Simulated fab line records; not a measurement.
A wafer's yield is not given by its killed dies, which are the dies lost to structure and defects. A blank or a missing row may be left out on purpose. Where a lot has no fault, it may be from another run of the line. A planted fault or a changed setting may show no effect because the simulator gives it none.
fab line records | flow berkeley-cmos170
record lots=5 wafers=23
route steps=331 shown NWELL@24 PWELL@42 ACTIVE@62 PFIELD@86 SACOX@98 PVT@122 NLDD@167 PSD@183
start-h: hours from the record's first day to the start of the lot's first wafer shown | wait-h: how many hours have passed since the lot's step before this one | " as in the row above | L1.1+2: one row covering several wafers at once | - either no value or no given start | * or withheld: withheld | < > ~ a bound
route shown NAME@n: NAME is a module with steps in the file, n the number in the route of the first one | usual: mean/standard deviation taken from wafers without a fault | same: alike in all rows | chamber/n: place in a boat | sites: each site's reading | _std_site: their standard deviation | _edge_site: inner sites' mean taken away from outer sites' mean | radius-mm: how far each site lies from the wafer's centre | mask NAME#n: copy n | behind: the tool/chamber that last shaped the wafer | hold: what put the lot on hold/how long, in hours/how the hold closed | device: the n, p or np transistor that did not switch | end of line: tests of these same wafers at the route's end | a step with no rows: only its recipe | killed: not the wafer's yield, but the dies lost to structure and defects at the first sort | map: the dies of a wafer, with x for killed, . for not killed, _ for no die there
set.NAME: the run value of the setting; set.NAME@STEP: its run value at that earlier step | model.NAME: the simulator's own value behind a step, which no gauge read
lots with deliberately changed settings; one table per step, one row per wafer
## steps
# step UCB170_NWELL_PEB_10
# recipe peb-temp-c=130 peb-time-s=withheld resist=KrF
# columns lot.wafer tool chamber start-h wait-h set.peb-temp-c
L076.1+3+6 litho-track-04 0 40.18 0.6 133.8
L076.2+4 " 0 " " 130
L078.1+2+3+4+6 litho-track-01 0 54.69 0.1 130
L081.1+4+6 litho-track-01 0 65.87 0.4 130
L081.2+5 " 0 " " 131.1
L082.1+2 litho-track-04 0 71.58 0.1 128.2
L082.3+4+6 " 0 " " 130
L083.3+5+6 litho-track-02 0 73.69 0.1 130
# step UCB170_NWELL_ETCH_13
# recipe chemistry=CH3F/Ar/O2 target=Si3N4 stop-on=SiO2 CH3F_flow_sccm=20 Ar_flow_sccm=50 O2_flow_sccm=7 pressure-mtorr=50 rf-w=450 target-depth-a=2464 over-etch-frac=0.1 time-s=154
# columns lot.wafer tool chamber start-h wait-h set.over-etch-frac set.peb-temp-c@NWELL_PEB_10 model.NWELL.cd-nm
L076.1 rie-diel-02 0 40.49 0.0 0.07429 133.8 3023
L076.2 " 1 " " 0.07429 130 3000
L076.3 " 2 " " 0.1 133.8 3021
L076.4 " 3 " " 0.1 130 3000
L076.6 " 1 " " 0.1 133.8 3019
L078.1+4 rie-diel-04 2,3 55.01 0.0 0.1 130 3001
L078.2 " 1 " " 0.1299 130 3001
L078.3 " 0 " " 0.1299 130 3002
L078.6 " 1 " " 0.1 130 3002
L081.1 rie-diel-02 2 66.18 0.0 0.07212 130 3001
L081.2 " 3 " " 0.07212 131.1 3006
L081.4 " 1 " " 0.1 130 2999
L081.5 " 1 " " 0.1 131.1 3006
L081.6 " 2 " " 0.1 130 3000
L082.1 rie-diel-04 2 71.89 0.0 0.1 128.2 2984
L082.2 " 3 " " 0.1 128.2 2987
L082.3 " 0 " " 0.1 130 2998
L082.4+6 " 1,3 " " 0.1194 130 2998
L083.3+5 rie-diel-03 3,0 73.95 0.0 0.1 130 2998
L083.6 " 1 " " 0.1 130 2997
# step UCB170_PWELL_COAT_08
# recipe resist=KrF spin-rpm=1500 resist-thk-nm=900
# columns lot.wafer tool chamber start-h wait-h set.resist-thk-nm model.KrF_of_PWELL_COAT_08.thk-nm
L076.1 litho-track-02 0 54.56 0.1 950.1 946.4
L076.2 " 0 " " 950.1 949.1
L076.3 " 0 " " 950.1 948.1
L076.4 " 0 " " 900 899.6
L076.6 " 0 " " 900 901.7
L078.1 litho-track-03 0 71.68 0.1 900 903.1
L078.2 " 0 " " 931.7 934
L078.3 " 0 " " 931.7 934.1
L078.4 " 0 " " 931.7 934.5
L078.6 " 0 " " 900 900.5
L081.1 litho-track-01 0 79.21 0.1 848.5 850.9
L081.2 " 0 " " 900 899.1
L081.4 " 0 " " 848.5 850.5
L081.5 " 0 " " 900 898.1
L081.6 " 0 " " 900 900.4
L082.1 litho-track-01 0 88.41 0.1 900 899
L082.2 " 0 " " 900 898.1
L082.3 " 0 " " 900 898.9
L082.4 " 0 " " 900 899.7
L082.6 " 0 " " 900 896.3
L083.3 litho-track-02 0 90.18 0.1 900 899.8
L083.5 " 0 " " 900 897.9
L083.6 " 0 " " 900 898.2
# step UCB170_PWELL_DEVELOP_12
# recipe developer=TMAH develop-time-s=45 resist=KrF dev-temp-c=21
# columns lot.wafer tool chamber start-h wait-h set.develop-time-s
L076.1+2+4 litho-track-03 0 - - 42.45
L076.3+6 " 0 " " 45
L078.1+4 litho-track-02 0 - - 49.07
L078.2+3+6 " 0 " " 45
L081.1+5 litho-track-01 0 - - 38.5
L081.2+4+6 " 0 " " 45
L082.1+6 litho-track-02 0 - - 41.95
L082.2+3+4 " 0 " " 45
L083.3+5+6 litho-track-02 0 - - 45
# step UCB170_PWELL_ETCH_14
# recipe chemistry=CH3F/Ar/O2 target=Si3N4 stop-on=SiO2 CH3F_flow_sccm=20 Ar_flow_sccm=50 O2_flow_sccm=7 pressure-mtorr=50 rf-w=450 target-depth-a=2420 over-etch-frac=0.1 time-s=151
# columns lot.wafer tool chamber start-h wait-h set.resist-thk-nm@PWELL_COAT_08 model.KrF_of_PWELL_COAT_08.thk-nm
L076.1 rie-diel-03 1 55.42 0.0 950.1 768.6
L076.2 " 0 " " 950.1 773.5
L076.3 " 2 " " 950.1 774.6
L076.4 " 3 " " 900 722.6
L076.6 " 0 " " 900 726.5
L078.1 rie-diel-02 0 72.53 0.0 900 722.5
L078.2 " 3 " " 931.7 765.3
L078.3 " 1 " " 931.7 753.3
L078.4 " 2 " " 931.7 758.7
L078.6 " 2 " " 900 724.6
L081.1 rie-diel-02 1 81.20 0.0 848.5 670.6
L081.2 " 3 " " 900 730.7
L081.4 " 2 " " 848.5 675
L081.5 " 2 " " 900 722.6
L081.6 " 1 " " 900 720.3
L082.1 rie-diel-03 2 89.57 0.0 900 727.1
L082.2 " 0 " " 900 724
L082.3+6 " 3,2 " " 900 724.1
L082.4 " 1 " " 900 720.7
L083.3 rie-diel-02 3 91.02 0.0 900 730.3
L083.5 " 0 " " 900 715.9
L083.6 " 1 " " 900 717.1
# step UCB170_PWELL_IMPLANT_15
# recipe species=B dose-cm2=5e+12 energy-kev=60 tilt-deg=7
# step UCB170_PWELL_STRIP_16
# recipe chemistry=O2 power-w=400 pressure-mtorr=3500 platen-temp-c=withheld o2-flow-sccm=400 overash-fraction=0.5
# usual strip-time-to-endpoint-s=18.11/0.13
# columns lot.wafer tool chamber start-h wait-h set.resist-thk-nm@PWELL_COAT_08 strip-time-to-endpoint-s
L076.1 plasma-asher-02 1 55.67 0.1 950.1 19.13
L076.2 " 0 " " 950.1 19.26
L076.3 " 0 " " 950.1 19.29
L076.4 " 1 " " 900 18.05
L076.6 " 1 " " 900 18.14
L078.1 plasma-asher-02 1 72.78 0.1 900 18.04
L078.2 " 0 " " 931.7 19.06
L078.3 " 1 " " 931.7 18.78
L078.4 " 0 " " 931.7 18.91
L078.6 " 1 " " 900 18.09
L081.1 plasma-asher-03 1 81.45 0.1 848.5 16.80
L081.2 " 0 " " 900 18.24
L081.4 " 1 " " 848.5 16.90
L081.5 " 0 " " 900 18.05
L081.6 " 1 " " 900 17.98
L082.1 plasma-asher-04 1 89.82 0.1 900 18.14
L082.2 " 0 " " 900 18.07
L082.3 " 0 " " 900 18.08
L082.4 " 1 " " 900 17.99
L082.6 " 1 " " 900 18.07
L083.3 plasma-asher-02 0 91.31 0.1 900 18.22
L083.5 " 0 " " 900 17.88
L083.6 " 1 " " 900 17.92
# step UCB170_ACTIVE_OXIDATION_02
# recipe temp-c=1000 ambient=O2 target-thk-a=264 ox-time-s=1260
# columns lot.wafer tool chamber start-h wait-h set.ox-time-s model.SiO2_of_ACTIVE_OXIDATION_02.thk-nm
L076.1 - - - 1.1 1260 26.44
L076.2 " - " " 1260 26.56
L076.3 " - " " 1260 26.73
L076.4 " - " " 1260 26.96
L076.6 " - " " 1260 27.07
L078.1 - - - 2.7 1403 27.15
L078.2 " - " " 1403 27.8
L078.3 " - " " 1403 27.53
L078.4 " - " " 1403 27.75
L078.6 " - " " 1403 27.72
L081.1 - - - 2.5 1415 28.39
L081.2 " - " " 1415 27.98
L081.4 " - " " 1415 28.43
L081.5 " - " " 1415 28.27
L081.6 " - " " 1415 28.31
L082.1 - - - 2.0 1159 24.35
L082.2 " - " " 1159 24.71
L082.3 " - " " 1159 24.33
L082.4 " - " " 1159 24.57
L082.6 " - " " 1159 24.44
L083.3 furnace-02 0 109.05 2.0 1260 26.54
L083.5 " 0 " " 1260 26.51
L083.6 " 0 " " 1260 26.19
# step UCB170_ACTIVE_COAT_08
# recipe resist=KrF spin-rpm=1500 resist-thk-nm=900
# columns lot.wafer tool chamber start-h wait-h set.spin-rpm model.KrF_of_ACTIVE_COAT_08.thk-nm
L076.1 litho-track-04 0 81.56 0.1 1406 928.1
L076.2 " 0 " " 1500 903.9
L076.3 " 0 " " 1500 899.7
L076.4 " 0 " " 1406 929.3
L076.6 " 0 " " 1500 900.3
L078.1 litho-track-03 0 95.39 0.1 1537 887
L078.2 " 0 " " 1537 888.9
L078.3 " 0 " " 1537 885.3
L078.4 " 0 " " 1500 898.5
L078.6 " 0 " " 1500 900.4
L081.1 litho-track-01 0 107.15 0.1 1449 915.8
L081.2 " 0 " " 1449 919.1
L081.4 " 0 " " 1449 922.7
L081.5 " 0 " " 1500 905
L081.6 " 0 " " 1500 902.1
L082.1 litho-track-01 0 116.40 0.1 1468 908.2
L082.2 " 0 " " 1500 901.4
L082.3 " 0 " " 1468 909.9
L082.4 " 0 " " 1500 897.8
L082.6 " 0 " " 1468 910.5
L083.3 litho-track-04 0 116.46 0.1 1500 897.2
L083.5 " 0 " " 1500 901.2
L083.6 " 0 " " 1500 897.8
# step UCB170_ACTIVE_SOFTBAKE_09
# recipe resist=KrF temp-c=130 time-s=60
# step UCB170_ACTIVE_EXPOSE_10
# recipe mask-id=ACTIVE target-cd-nm=1200 na=0.5 sigma-outer=0.6 source-shape=conventional dose-mj=20
# step UCB170_ACTIVE_ETCH_15
# recipe chemistry=CH3F/Ar/O2 target=Si3N4 stop-on=SiO2 CH3F_flow_sccm=20 Ar_flow_sccm=50 O2_flow_sccm=7 pressure-mtorr=50 rf-w=450 target-depth-a=2420 over-etch-frac=0.1 time-s=151
# columns lot.wafer tool chamber start-h wait-h set.spin-rpm@ACTIVE_COAT_08 model.KrF_of_ACTIVE_COAT_08.thk-nm
L076.1 rie-diel-01 0 82.98 0.0 1406 749.4
L076.2 " 2 " " 1500 733
L076.3 " 3 " " 1500 731.1
L076.4 " 1 " " 1406 746.5
L076.6 " 0 " " 1500 722.2
L078.1 rie-diel-04 3 96.40 0.0 1537 707.3
L078.2 " 2 " " 1537 711.9
L078.3 " 0 " " 1537 704.7
L078.4 " 0 " " 1500 716.8
L078.6 " 3 " " 1500 719.7
L081.1 rie-diel-01 3 108.00 0.0 1449 749.4
L081.2 " 0 " " 1449 743.6
L081.4 " 2 " " 1449 752.2
L081.5 " 0 " " 1500 728.2
L081.6 " 3 " " 1500 734.8
L082.1 rie-diel-01 2 117.37 0.0 1468 735.2
L082.2 " 1 " " 1500 720.8
L082.3 " 0 " " 1468 730.2
L082.4 " 3 " " 1500 728.8
L082.6 " 1 " " 1468 729.2
L083.3 rie-diel-02 2 117.61 0.0 1500 719.4
L083.5 " 0 " " 1500 719.8
L083.6 " 1 " " 1500 717.3
# step UCB170_ACTIVE_STRIP_16
# recipe chemistry=O2 power-w=400 pressure-mtorr=3500 platen-temp-c=withheld o2-flow-sccm=400 overash-fraction=0.5
# usual strip-time-to-endpoint-s=18.09/0.15
# columns lot.wafer tool chamber start-h wait-h set.spin-rpm@ACTIVE_COAT_08 strip-time-to-endpoint-s
L076.1 plasma-asher-04 1 83.08 0.1 1406 18.69
L076.2 " 0 " " 1500 18.29
L076.3 " 1 " " 1500 18.24
L076.4 " 0 " " 1406 18.60
L076.6 " 1 " " 1500 18.04
L078.1 plasma-asher-03 0 96.50 0.1 1537 17.67
L078.2 " 1 " " 1537 17.79
L078.3 " 1 " " 1537 17.62
L078.4 " 0 " " 1500 17.91
L078.6 " 0 " " 1500 17.98
L081.1 plasma-asher-01 0 108.10 0.1 1449 18.68
L081.2 " 1 " " 1449 18.54
L081.4 " 0 " " 1449 18.74
L081.5 " 1 " " 1500 18.18
L081.6 " 0 " " 1500 18.34
L082.1 plasma-asher-04 1 117.47 0.1 1468 18.33
L082.2 " 0 " " 1500 18.00
L082.3 " 0 " " 1468 18.23
L082.4 " 1 " " 1500 18.20
L082.6 " 1 " " 1468 18.20
L083.3 plasma-asher-01 1 117.75 0.1 1500 17.97
L083.5 " 1 " " 1500 17.97
L083.6 " 0 " " 1500 17.91
# step UCB170_PFIELD_IMPLANT_07
# recipe species=B dose-cm2=2e+13 energy-kev=80 tilt-deg=7
# columns lot.wafer tool chamber start-h wait-h set.dose-cm2
L076.1+2+3+4+6 implanter-02 0 86.47 0.0 2e+13
L078.1+2+4 implanter-03 0 98.80 0.0 2e+13
L078.3+6 " 0 " " 2.101e+13
L081.1+4+6 implanter-02 0 110.25 0.0 1.896e+13
L081.2+5 " 0 " " 2e+13
L082.1+3 implanter-02 0 121.82 0.0 1.939e+13
L082.2+4+6 " 0 " " 2e+13
L083.3+5+6 implanter-01 0 122.14 0.1 2e+13
# step UCB170_PFIELD_STRIP_08
# recipe chemistry=O2 power-w=400 pressure-mtorr=3500 platen-temp-c=withheld o2-flow-sccm=400 overash-fraction=0.5
# step UCB170_PFIELD_TW_MEAS_09
# usual PFIELD_TW=600/4.9
# columns lot.wafer tool chamber start-h wait-h set.dose-cm2@PFIELD_IMPLANT_07 PFIELD_TW
L076.1 film-metro-03 - 86.72 0.1 2e+13 596
L076.2 " - " " 2e+13 598
L076.3 " - " " 2e+13 598
L076.4 " - " " 2e+13 597
L076.6 " - " " 2e+13 594
L078.1 film-metro-03 - 99.07 0.1 2e+13 602
L078.2 " - " " 2e+13 607
L078.3 " - " " 2.101e+13 616
L078.4 " - " " 2e+13 604
L078.6 " - " " 2.101e+13 616
L081.1 film-metro-01 - 110.50 0.1 1.896e+13 583
L081.2 " - " " 2e+13 593
L081.4 " - " " 1.896e+13 582
L081.5 " - " " 2e+13 595
L081.6 " - " " 1.896e+13 586
L082.1 film-metro-01 - 122.07 0.1 1.939e+13 592
L082.2 " - " " 2e+13 600
L082.3 " - " " 1.939e+13 592
L082.4 " - " " 2e+13 602
L082.6 " - " " 2e+13 600
L083.3 film-metro-04 - 122.36 0.1 2e+13 605
L083.5 " - " " 2e+13 606
L083.6 " - " " 2e+13 605
# step UCB170_SACOX_OXIDATION_01
# recipe temp-c=900 ambient=O2 target-thk-a=144 ox-time-s=2400
# columns lot.wafer tool chamber start-h wait-h set.ox-time-s model.SiO2_of_SACOX_OXIDATION_01.thk-nm
L076.1 - - - 3.3 2190 13.18
L076.2 " - " " 2190 13.29
L076.3 " - " " 2190 13.4
L076.4 " - " " 2190 13.34
L076.6 " - " " 2190 13.35
L078.1 - - - 5.4 2400 14.47
L078.2 " - " " 2400 14.48
L078.3 " - " " 2400 14.49
L078.4 " - " " 2400 14.65
L078.6 " - " " 2400 14.56
L081.1 - - - 3.5 2207 13.83
L081.2 " - " " 2207 13.65
L081.4 " - " " 2207 13.64
L081.5 " - " " 2207 13.98
L081.6 " - " " 2207 13.49
L082.1 - - - 1.8 2266 14.16
L082.2 " - " " 2266 14.18
L082.3 " - " " 2266 14.12
L082.4 " - " " 2266 14.13
L082.6 " - " " 2266 14.24
L083.3 furnace-02 0 136.90 1.8 2400 14.47
L083.5 " 0 " " 2400 14.51
L083.6 " 0 " " 2400 14.75
# step UCB170_PVT_IMPLANT_07
# recipe species=P dose-cm2=2e+12 energy-kev=30 tilt-deg=7
# columns lot.wafer tool chamber start-h wait-h set.energy-kev model.implant.rp-nm model.implant.drp-nm
L076.1+2+6 implanter-03 0 116.05 0.0 29.27 35.94 16.32
L076.3+4 " 0 " " 30 36.54 16.56
L078.1+2+6 implanter-02 0 135.21 0.0 30 36.52 16.56
L078.3+4 " 0 " " 30.95 37.61 17
L081.1+5 implanter-03 0 139.21 0.0 28.62 34.11 16.1
L081.2+4+6 " 0 " " 30 35.21 16.56
L082.1+2+6 implanter-02 0 148.75 0.0 31.63 38.1 17.32
L082.3+4 " 0 " " 30 36.23 16.56
L083.3+5+6 implanter-02 0 149.56 0.1 30 36.15 16.56
# step UCB170_PVT_STRIP_08
# recipe chemistry=O2 power-w=400 pressure-mtorr=3500 platen-temp-c=withheld o2-flow-sccm=400 overash-fraction=0.5
# step UCB170_PVT_TW_MEAS_09
# usual PVT_TW=507.2/2.8
# columns lot.wafer tool chamber start-h wait-h set.energy-kev@PVT_IMPLANT_07 PVT_TW
L076.1 film-metro-01 - 116.33 0.1 29.27 498.8
L076.2 " - " " 29.27 498.2
L076.3 " - " " 30 501.8
L076.4 " - " " 30 505.2
L076.6 " - " " 29.27 497.9
L078.1 film-metro-04 - 135.47 0.1 30 509.8
L078.2 " - " " 30 510.6
L078.3 " - " " 30.95 516.8
L078.4 " - " " 30.95 513.4
L078.6 " - " " 30 511.0
L081.1 film-metro-01 - 139.46 0.1 28.62 501.1
L081.2 " - " " 30 506.3
L081.4 " - " " 30 506.6
L081.5 " - " " 28.62 497.5
L081.6 " - " " 30 506.3
L082.1 film-metro-02 - 149.00 0.1 31.63 513.2
L082.2 " - " " 31.63 511.5
L082.3 " - " " 30 508.0
L082.4 " - " " 30 506.3
L082.6 " - " " 31.63 513.3
L083.3 film-metro-02 - 149.78 0.1 30 507.3
L083.5 " - " " 30 505.9
L083.6 " - " " 30 504.9
# step UCB170_NLDD_IMPLANT_09
# recipe species=As dose-cm2=5e+13 energy-kev=30 tilt-deg=7 rotation-deg=180
# columns lot.wafer tool chamber start-h wait-h set.energy-kev model.implant.rp-nm model.implant.drp-nm
L076.1+3 implanter-02 0 136.52 0.1 30 21.48 9.611
L076.2+4+6 " 0 " " 31 22.03 9.844
L078.1+3+4 implanter-03 0 151.61 0.1 30.73 22.23 9.781
L078.2+6 " 0 " " 30 21.83 9.611
L081.1+2+5 implanter-03 0 154.67 0.1 31.72 22.69 10.01
L081.4+6 " 0 " " 30 21.74 9.611
L082.1+4+6 implanter-02 0 167.95 0.1 30 21.31 9.611
L082.2+3 " 0 " " 31.57 22.16 9.978
L083.3+5+6 implanter-03 0 168.11 0.1 30 20.99 9.611
# step UCB170_PSD_IMPLANT_08
# recipe species=B dose-cm2=3e+15 energy-kev=20 tilt-deg=7
# columns lot.wafer tool chamber start-h wait-h set.dose-cm2
L076.1+4+6 implanter-03 0 143.28 0.0 3.13e+15
L076.2+3 " 0 " " 3e+15
L078.1+2+3 implanter-04 0 157.40 0.0 3e+15
L078.4+6 " 0 " " 3.096e+15
L081.1+2+4+5+6 implanter-01 0 162.08 0.0 3e+15
L083.3+5+6 implanter-01 0 175.27 0.1 3e+15
L082.1+4 implanter-03 0 175.45 0.0 3e+15
L082.2+3+6 " 0 " " 3.137e+15
# step UCB170_PSD_STRIP_09
# recipe chemistry=O2 power-w=400 pressure-mtorr=3500 platen-temp-c=withheld o2-flow-sccm=400 overash-fraction=0.5
# usual strip-time-to-endpoint-s=29.35/0.065
# columns lot.wafer tool chamber start-h wait-h set.dose-cm2@PSD_IMPLANT_08 strip-time-to-endpoint-s
L076.1 plasma-asher-02 0 143.43 0.1 3.13e+15 29.77
L076.2 " 1 " " 3e+15 29.28
L076.3 " 1 " " 3e+15 29.33
L076.4 " 0 " " 3.13e+15 29.78
L076.6 " 1 " " 3.13e+15 29.82
L078.1 plasma-asher-02 1 157.55 0.1 3e+15 29.32
L078.2 " 0 " " 3e+15 29.46
L078.3 " 0 " " 3e+15 29.46
L078.4 " 1 " " 3.096e+15 29.71
L078.6 " 0 " " 3.096e+15 29.84
L081.1 plasma-asher-02 0 162.23 0.1 3e+15 29.26
L081.2 " 1 " " 3e+15 29.35
L081.4 " 0 " " 3e+15 29.31
L081.5 " 0 " " 3e+15 29.29
L081.6 " 1 " " 3e+15 29.29
L083.3 plasma-asher-04 1 175.41 0.1 3e+15 29.33
L083.5 " 0 " " 3e+15 29.33
L083.6 " 1 " " 3e+15 29.33
L082.1 plasma-asher-02 0 175.60 0.1 3e+15 29.51
L082.2 " 1 " " 3.137e+15 29.99
L082.3 " 0 " " 3.137e+15 29.94
L082.4 " 1 " " 3e+15 29.40
L082.6 " 1 " " 3.137e+15 29.91
# step UCB170_PSD_TW_MEAS_10
# usual PSD_TW=2338/15
# columns lot.wafer tool chamber start-h wait-h set.dose-cm2@PSD_IMPLANT_08 PSD_TW
L076.1 film-metro-04 - 143.53 0.1 3.13e+15 2382
L076.2 " - " " 3e+15 2346
L076.3 " - " " 3e+15 2332
L076.4 " - " " 3.13e+15 2396
L076.6 " - " " 3.13e+15 2374
L078.1 film-metro-02 - 157.65 0.1 3e+15 2308
L078.2 " - " " 3e+15 2320
L078.3 " - " " 3e+15 2316
L078.4 " - " " 3.096e+15 2337
L078.6 " - " " 3.096e+15 2343
L081.1 film-metro-04 - 162.33 0.1 3e+15 2351
L081.2 " - " " 3e+15 2345
L081.4 " - " " 3e+15 2349
L081.5 " - " " 3e+15 2344
L081.6 " - " " 3e+15 2342
L083.3 film-metro-04 - 175.49 0.1 3e+15 2349
L083.5 " - " " 3e+15 2351
L083.6 " - " " 3e+15 2349
L082.1 film-metro-03 - 175.70 0.1 3e+15 2356
L082.2 " - " " 3.137e+15 2371
L082.3 " - " " 3.137e+15 2379
L082.4 " - " " 3e+15 2350
L082.6 " - " " 3.137e+15 2377
## key
split step=UCB170_NWELL_PEB_10 setting=peb-temp-c stated=130 by=wafer
response step=UCB170_NWELL_ETCH_13 reading=model.NWELL.cd-nm change=+7.55 per=1% r=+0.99
split step=UCB170_NWELL_ETCH_13 setting=over-etch-frac stated=0.1 by=wafer
response none clear
split step=UCB170_PWELL_COAT_08 setting=resist-thk-nm stated=900 by=wafer
response step=UCB170_PWELL_COAT_08 reading=model.KrF_of_PWELL_COAT_08.thk-nm change=+8.6 per=1% r=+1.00
response step=UCB170_PWELL_ETCH_14 reading=model.KrF_of_PWELL_COAT_08.thk-nm change=+9.02 per=1% r=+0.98
response step=UCB170_PWELL_STRIP_16 reading=strip-time-to-endpoint-s change=* per=1% r=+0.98
split step=UCB170_PWELL_DEVELOP_12 setting=develop-time-s stated=45 by=wafer
response none clear
split step=UCB170_ACTIVE_OXIDATION_02 setting=ox-time-s stated=1260 by=lot
response step=UCB170_ACTIVE_OXIDATION_02 reading=model.SiO2_of_ACTIVE_OXIDATION_02.thk-nm change=+0.161 per=1% r=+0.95
split step=UCB170_ACTIVE_COAT_08 setting=spin-rpm stated=1500 by=wafer
response step=UCB170_ACTIVE_COAT_08 reading=model.KrF_of_ACTIVE_COAT_08.thk-nm change=-4.49 per=1% r=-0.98
response step=UCB170_ACTIVE_ETCH_15 reading=model.KrF_of_ACTIVE_COAT_08.thk-nm change=-3.54 per=1% r=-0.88
response step=UCB170_ACTIVE_STRIP_16 reading=strip-time-to-endpoint-s change=* per=1% r=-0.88
split step=UCB170_PFIELD_IMPLANT_07 setting=dose-cm2 stated=2e+13 by=wafer
response step=UCB170_PFIELD_TW_MEAS_09 reading=PFIELD_TW change=+2.25 per=1% r=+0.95
split step=UCB170_SACOX_OXIDATION_01 setting=ox-time-s stated=2400 by=lot
response step=UCB170_SACOX_OXIDATION_01 reading=model.SiO2_of_SACOX_OXIDATION_01.thk-nm change=+0.121 per=1% r=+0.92
split step=UCB170_PVT_IMPLANT_07 setting=energy-kev stated=30 by=wafer
response step=UCB170_PVT_IMPLANT_07 reading=model.implant.rp-nm change=+0.303 per=1% r=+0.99
response step=UCB170_PVT_IMPLANT_07 reading=model.implant.drp-nm change=+0.123 per=1% r=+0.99
response step=UCB170_PVT_TW_MEAS_09 reading=PVT_TW change=+1.36 per=1% r=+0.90
split step=UCB170_NLDD_IMPLANT_09 setting=energy-kev stated=30 by=wafer
response step=UCB170_NLDD_IMPLANT_09 reading=model.implant.rp-nm change=+0.164 per=1% r=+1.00
response step=UCB170_NLDD_IMPLANT_09 reading=model.implant.drp-nm change=+0.0702 per=1% r=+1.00
split step=UCB170_PSD_IMPLANT_08 setting=dose-cm2 stated=3e+15 by=wafer
response step=UCB170_PSD_STRIP_09 reading=strip-time-to-endpoint-s change=* per=1% r=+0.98
response step=UCB170_PSD_TW_MEAS_10 reading=PSD_TW change=+7.65 per=1% r=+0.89
